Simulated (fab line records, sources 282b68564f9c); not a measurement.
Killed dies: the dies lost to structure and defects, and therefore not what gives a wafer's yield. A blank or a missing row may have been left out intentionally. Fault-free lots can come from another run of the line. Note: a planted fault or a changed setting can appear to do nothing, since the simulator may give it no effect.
Split-lot experiment | flow rit-cmos | on a route of 202 steps: 5 lots, 23 wafers read

== ON THE SPLIT ==
At RIT_NWELL_COAT_01 (resist thk 1300 nm), the setting resist-thk-nm was moved away from the recipe's 1300 nm on 6 of the 23 wafers read, by -2.3% to +3.5%. This setting was run at the recipe's value on the other wafers.

== FROM THE SPLIT TO THE READING: what the file shows between them, 3 steps ==
- RIT_NWELL_SOFTBAKE_02: time 60 s
- RIT_NWELL_EXPOSE_03: exposes mask M2, target cd 43900 nm
- RIT_NWELL_DEVELOP_05: develop time 68 s

== THE READING ==
NOVOLAK_of_NWELL_COAT_01.thk-nm (the simulator's own value, which no gauge read), in nm, at RIT_NWELL_HARDBAKE_07 (time 120 s). No usual value for it is given in the file. The 17 wafers here that ran the recipe average 1136 nm, standard deviation 2.2 nm.

wafer  | tool, chamber at the split | resist-thk-nm as run, nm | against the recipe | NOVOLAK_of_NWELL_COAT_01.thk-nm, nm | against lot-mates on the recipe
L077.2 | litho-track-03, 0          | 1300                     | recipe             | 1138                                | -
L077.3 | litho-track-03, 0          | 1270                     | -2.3%              | 1110                                | -27
L077.4 | litho-track-03, 0          | 1270                     | -2.3%              | 1109                                | -28
L077.5 | litho-track-03, 0          | 1300                     | recipe             | 1136                                | -
L077.6 | litho-track-03, 0          | 1270                     | -2.3%              | 1108                                | -29
L079.1 | litho-track-03, 0          | 1345                     | +3.5%              | 1172                                | +40
L079.3 | litho-track-03, 0          | 1345                     | +3.5%              | 1171                                | +39
L079.4 | litho-track-03, 0          | 1300                     | recipe             | 1133                                | -
L079.5 | litho-track-03, 0          | 1345                     | +3.5%              | 1170                                | +38
L079.6 | litho-track-03, 0          | 1300                     | recipe             | 1131                                | -
L082.1 | litho-track-01, 0          | 1300                     | recipe             | 1139                                | -
L082.3 | litho-track-01, 0          | 1300                     | recipe             | 1138                                | -
L082.5 | litho-track-01, 0          | 1300                     | recipe             | 1138                                | -
L082.4 | litho-track-01, 0          | 1300                     | recipe             | 1136                                | -
L082.6 | litho-track-01, 0          | 1300                     | recipe             | 1137                                | -
L083.4 | litho-track-03, 0          | 1300                     | recipe             | 1134                                | -
L083.5 | litho-track-03, 0          | 1300                     | recipe             | 1136                                | -
L083.6 | litho-track-03, 0          | 1300                     | recipe             | 1133                                | -
L084.2 | litho-track-02, 0          | 1300                     | recipe             | 1139                                | -
L084.3 | litho-track-02, 0          | 1300                     | recipe             | 1136                                | -
L084.6 | litho-track-02, 0          | 1300                     | recipe             | 1136                                | -
L084.4 | litho-track-02, 0          | 1300                     | recipe             | 1135                                | -
L084.5 | litho-track-02, 0          | 1300                     | recipe             | 1137                                | -

FIT RESULTS
A straight line over all 23 wafers: NOVOLAK_of_NWELL_COAT_01.thk-nm changes by +10.6 nm for each +1% of resist-thk-nm; r = +0.99; the points scatter about the line by 2.2 nm.
The same after taking each lot's own level away (the mean of its wafers on the recipe; 23 wafers): +11.6 nm for each +1%; r = +1.00; scatter 1.3 nm.
That fit puts the effect of the largest move of resist-thk-nm on the reading at 40 nm.
The lots' own levels span 1132.0 to 1137.6 nm, that is 2.6 times the standard deviation above.
Hence the lot-to-lot level has little effect on the slope; both slopes agree.
Check: with one of the wafers moved furthest among these (+3.5%) left out of the fit, the line predicts +39.6 nm for it against its lot-mates. Against them it came out at +40 nm.

== ADDITIONAL SPLITS CARRIED BY THESE WAFERS ==
These wafers also went through other splits before the reading. Each is held against what the fit with the lots' levels taken away leaves over:
other split on the same wafers | wafers away from the commonest value | r with NOVOLAK_of_NWELL_COAT_01.thk-nm (lot level and that fit taken away)
RIT_ACTIVE_COAT_06 spin-rpm    | 7                                    | -0.07
RIT_ACTIVE_SOFTBAKE_07 time-s  | 6                                    | -0.09

== THE WHOLE CHAIN: every reading that the file lists as answering this split, in the file's order ==
step                  | what it does       | reading                                                                          | change (the file's fit)              | r (the file's)
RIT_NWELL_COAT_01     | resist thk 1300 nm | NOVOLAK_of_NWELL_COAT_01.thk-nm (the simulator's own value, which no gauge read) | +13.3 nm for each +1% of the setting | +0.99
RIT_NWELL_HARDBAKE_07 | time 120 s         | NOVOLAK_of_NWELL_COAT_01.thk-nm (the simulator's own value, which no gauge read) | +11.5 nm for each +1% of the setting | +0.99

== FILE'S OWN FIT ==
NOVOLAK_of_NWELL_COAT_01.thk-nm changes by +11.5 nm for each +1% of resist-thk-nm, r = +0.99.
